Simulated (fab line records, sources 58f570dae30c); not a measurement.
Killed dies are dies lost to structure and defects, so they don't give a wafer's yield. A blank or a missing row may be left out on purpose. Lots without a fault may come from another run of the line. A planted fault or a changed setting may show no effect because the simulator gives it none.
Which tool did it? | flow berkeley_cmos170 | 7 lots, 21 wafers sampled, at 1 step of a route of 331

WHAT THE GAUGES READ, wafer by wafer
UCB170_PFIELD_TW_MEAS_09.
lot  | measured    | on            | PFIELD_TW
L833 | day 4 15:31 | film_metro-03 | 607 604 603
L836 | day 5 01:35 | film_metro-02 | 604 600 605
L837 | day 5 17:07 | film_metro-01 | 597 600 601
L845 | day 7 13:15 | film_metro-03 | 601 605 604
L848 | day 8 00:37 | film_metro-03 | 602 604 600
L850 | day 9 02:24 | film_metro-03 | 601 600 599
L854 | day 9 11:49 | film_metro-02 | 605 604 599

WHICH TOOL RAN EACH LOT (tool, then ch and the chambers of the sampled wafers, then the start)
The record holds no process step before these readings.

THE ANSWER, worked out from the rows above alone
Rule: what is usual is taken from the lots themselves. Put in order of their means at a reading, lots are off if they are a third of the lots or fewer, leave a main group of 4 or more, and stand apart from it by a gap of 3 or more times the standard deviation of the main group's means; of several such gaps the widest counts. A main group whose means are all the same, to the digits that the tables above print for the reading, isn't used. A lot without any number at a reading at which 4 lots or more have one is off too. The other lots that the step has rows for count as sound.
No lot is off at any reading shown: from this, nothing can be told.

WHAT THE SIMULATOR HAD PUT IN
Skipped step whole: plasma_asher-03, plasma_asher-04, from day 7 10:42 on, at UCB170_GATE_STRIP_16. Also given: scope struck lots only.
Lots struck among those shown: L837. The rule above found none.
